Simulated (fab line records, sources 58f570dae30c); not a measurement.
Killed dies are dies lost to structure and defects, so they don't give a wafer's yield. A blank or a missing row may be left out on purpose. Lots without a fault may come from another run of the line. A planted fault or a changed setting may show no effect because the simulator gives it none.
Which tool did it? | flow berkeley_cmos170 | 13 lots, 39 wafers sampled, at 5 steps of a route of 331

WHAT THE GAUGES READ, wafer by wafer
UCB170_V1_BOW_MEAS_03.
lot  | measured     | on            | V1_BOW (um)
L746 | day 7 05:34  | film_metro-02 | 7 29 15
L749 | day 7 21:02  | film_metro-04 | 12 28 8
L748 | day 7 21:02  | film_metro-02 | 14 23 25
L750 | day 8 01:50  | film_metro-02 | 15 8 15
L752 | day 8 06:04  | film_metro-03 | 19 24 19
L751 | day 8 06:02  | film_metro-04 | 24 29 13
L753 | day 8 06:21  | film_metro-02 | 28 15 19
L747 | day 8 14:52  | film_metro-03 | 12 11 21
L754 | day 8 22:38  | film_metro-02 | 17 12 26
L762 | day 10 08:31 | film_metro-04 | 20 23 23
L763 | day 11 02:40 | film_metro-03 | 21 13 30
L768 | day 11 08:38 | film_metro-03 | 24 2 9
L769 | day 11 13:01 | film_metro-04 | 20 22 25

UCB170_V2_THK_MEAS_01.
lot  | measured     | on            | V2_TEOS_THK (nm)
L746 | day 7 13:31  | film_metro-04 | 1973 1963 2014
L749 | day 8 01:49  | film_metro-04 | 1965 1966 1965
L748 | day 8 02:52  | film_metro-02 | 1988 1992 2029
L750 | day 8 07:56  | film_metro-01 | 1973 2014 2035
L752 | day 8 12:06  | film_metro-04 | 1974 2008 1994
L751 | day 8 11:28  | film_metro-01 | 1937 1941 1957
L753 | day 8 12:34  | film_metro-04 | 1994 1984 1983
L747 | day 8 20:11  | film_metro-04 | 2001 1993 2006
L754 | day 9 06:36  | film_metro-01 | 1968 2035 1994
L762 | day 10 13:56 | film_metro-02 | 1941 1950 1958
L763 | day 11 07:58 | film_metro-04 | 2660 1967 2695 2662 1968 2694
L768 | day 11 14:49 | film_metro-01 | 1936 1973 2014
L769 | day 11 18:08 | film_metro-04 | 1958 1945 2011

WHICH TOOL RAN EACH LOT (tool, then ch and the chambers of the sampled wafers, then the start)
lot  | UCB170_CONTACT_ETCH_18                        | UCB170_M1_PEB_07                  | UCB170_V2_CVD_00
L746 | rie_diel-04 ch 0,1,2, day 7 00:38 or earlier  | litho_track-04 ch 0, day 7 00:38  | pecvd-03 ch 0,1,2, day 7 13:21
L749 | rie_diel-02 ch 1,3, day 7 14:52 or earlier    | litho_track-03 ch 0, day 7 14:52  | pecvd-01 ch 1,2, day 8 01:39
L748 | rie_diel-04 ch 0,3, day 7 15:05 or earlier    | litho_track-04 ch 0, day 7 15:05  | pecvd-04 ch 0,2, day 8 02:43
L750 | rie_diel-02 ch 0,1,2, day 7 19:03 or earlier  | litho_track-03 ch 0, day 7 19:03  | pecvd-04 ch 1,2, day 8 07:47
L752 | rie_diel-03 ch 1,2, day 8 00:08 or earlier    | litho_track-04 ch 0, day 8 00:08  | pecvd-04 ch 0,1,2, day 8 11:56
L751 | rie_diel-02 ch 0,2, day 8 00:42 or earlier    | litho_track-01 ch 0, day 8 00:42  | pecvd-01 ch 0,1, day 8 11:19
L753 | rie_diel-04 ch 0,1,3, day 8 02:04 or earlier  | litho_track-03 ch 0, day 8 02:04  | pecvd-03 ch 0,2, day 8 12:24
L747 | rie_diel-04 ch 0,1, day 8 08:45 or earlier    | litho_track-01 ch 0, day 8 08:45  | pecvd-01 ch 1,2, day 8 20:01
L754 | rie_diel-02 ch 0,3, day 8 18:01 or earlier    | litho_track-01 ch 0, day 8 18:01  | pecvd-04 ch 0,1,2, day 9 06:26
L762 | rie_diel-04 ch 1,2,3, day 10 02:17 or earlier | litho_track-01 ch 0, day 10 02:17 | pecvd-01 ch 1,2, day 10 13:41
L763 | rie_diel-03 ch 1,2,3, day 10 20:29 or earlier | litho_track-01 ch 0, day 10 20:29 | pecvd-04 ch 0,2, day 11 07:46
L768 | rie_diel-02 ch 0,2,3, day 11 03:15 or earlier | litho_track-03 ch 0, day 11 03:15 | pecvd-01 ch 1,2, day 11 14:39
L769 | rie_diel-04 ch 1,3, day 11 09:23 or earlier   | litho_track-03 ch 0, day 11 09:23 | pecvd-03 ch 1,2, day 11 17:59
- UCB170_CONTACT_ETCH_18: etches PSG in CHF3/CF4/Ar, stops on TiSi2, target depth 840 nm, time 195 s.
- UCB170_M1_PEB_07
- UCB170_V2_CVD_00: deposits SiO2 from TEOS/O2, target thk 2000 nm, time 250 s.

WHAT THE TOOLS THEMSELVES READ (means of the sampled wafers that have a number; where no wafer has one, the mark that the record gives instead)
UCB170_CONTACT_ETCH_18.
lot  | tool        | cf4_flow_sccm (sccm) | drypump_motor_current_A (A) | mfc_ar_sccm (sccm) | oes_product_au (a.u.) | throttle_valve_pct (%)
L746 | rie_diel-04 | 15.01                | 5.9                         | 149.7              | 0.881                 | 6.84
L749 | rie_diel-02 | 14.98                | 5.9                         | 149.5              | 0.880                 | 6.92
L748 | rie_diel-04 | 14.99                | 5.9                         | 150.0              | 0.916                 | 6.85
L750 | rie_diel-02 | 14.97                | 5.7                         | 149.7              | 0.880                 | 6.97
L752 | rie_diel-03 | 14.99                | 6.1                         | 150.1              | 0.911                 | 7.01
L751 | rie_diel-02 | 14.98                | 5.3                         | 150.1              | 0.884                 | 7.05
L753 | rie_diel-04 | 15.05                | 6.0                         | 150.1              | 0.906                 | 6.86
L747 | rie_diel-04 | 15.02                | 5.9                         | 149.7              | 0.894                 | 6.91
L754 | rie_diel-02 | 14.97                | 5.1                         | 150.0              | 0.881                 | 7.07
L762 | rie_diel-04 | 15.01                | 5.7                         | 149.6              | 0.887                 | 6.85
L763 | rie_diel-03 | 14.98                | 6.1                         | 150.0              | 0.902                 | 6.86
L768 | rie_diel-02 | 15.01                | 5.7                         | 149.9              | 0.886                 | 7.01
L769 | rie_diel-04 | 15.02                | 5.6                         | 150.0              | 0.909                 | 6.92

UCB170_M1_PEB_07.
lot  | tool           | chill_plate_temp_C (C) | plate_sensor_t_centre_C (C) | plate_sensor_t_edge_C (C)
L746 | litho_track-04 | 22.91                  | 131.41                      | 131.53
L749 | litho_track-03 | 23.17                  | 131.41                      | 131.54
L748 | litho_track-04 | 23.17                  | 131.42                      | 131.52
L750 | litho_track-03 | 23.11                  | 131.41                      | 131.54
L752 | litho_track-04 | 23.08                  | 131.41                      | 131.53
L751 | litho_track-01 | 23.10                  | 131.40                      | 131.53
L753 | litho_track-03 | 22.99                  | 131.42                      | 131.54
L747 | litho_track-01 | 23.06                  | 131.41                      | 131.53
L754 | litho_track-01 | 22.97                  | 131.41                      | 131.54
L762 | litho_track-01 | 23.06                  | 131.41                      | 131.53
L763 | litho_track-01 | 23.05                  | 131.41                      | 131.53
L768 | litho_track-03 | 22.98                  | 131.42                      | 131.53
L769 | litho_track-03 | 23.06                  | 131.40                      | 131.53

UCB170_V2_CVD_00.
lot  | tool     | heater_power_w (W)
L746 | pecvd-03 | 255
L749 | pecvd-01 | 276
L748 | pecvd-04 | 239
L750 | pecvd-04 | 274
L752 | pecvd-04 | 205
L751 | pecvd-01 | 211
L753 | pecvd-03 | 274
L747 | pecvd-01 | 270
L754 | pecvd-04 | 294
L762 | pecvd-01 | 251
L763 | pecvd-04 | 251
L768 | pecvd-01 | 294
L769 | pecvd-03 | 283

THE ANSWER, worked out from the rows above alone
Rule: what is usual is taken from the lots themselves. Put in order of their means at a reading, lots are off if they are a third of the lots or fewer, leave a main group of 4 or more, and stand apart from it by a gap of 3 or more times the standard deviation of the main group's means; of several such gaps the widest counts. A main group whose means are all the same, to the digits that the tables above print for the reading, isn't used. A lot without any number at a reading at which 4 lots or more have one is off too. The other lots that the step has rows for count as sound. The gauges are gone through in route order, then the tools' own readings, and for those a lot's mean is taken as printed above. The first step at which some lot is off is used, and at that step the reading that is off furthest; a lot without a number counts as furthest.
Off: L763, at UCB170_V2_THK_MEAS_01 (V2_TEOS_THK). The main group: mean 1981 nm, standard deviation 20.
A tool fits if, at a process step before that reading, it ran every lot that is off, and no sound lot after the first of them. The gauges at UCB170_V2_THK_MEAS_01 are tried like those tools. UCB170_CONTACT_ETCH_18 gives no start for some lots, so the hours and the order of its lots are those of UCB170_M1_PEB_07. Can't be told from this: 3 tools fit, rie_diel-03 at UCB170_CONTACT_ETCH_18, litho_track-01 at UCB170_M1_PEB_07, pecvd-04 at UCB170_V2_CVD_00.

WHAT THE SIMULATOR HAD PUT IN
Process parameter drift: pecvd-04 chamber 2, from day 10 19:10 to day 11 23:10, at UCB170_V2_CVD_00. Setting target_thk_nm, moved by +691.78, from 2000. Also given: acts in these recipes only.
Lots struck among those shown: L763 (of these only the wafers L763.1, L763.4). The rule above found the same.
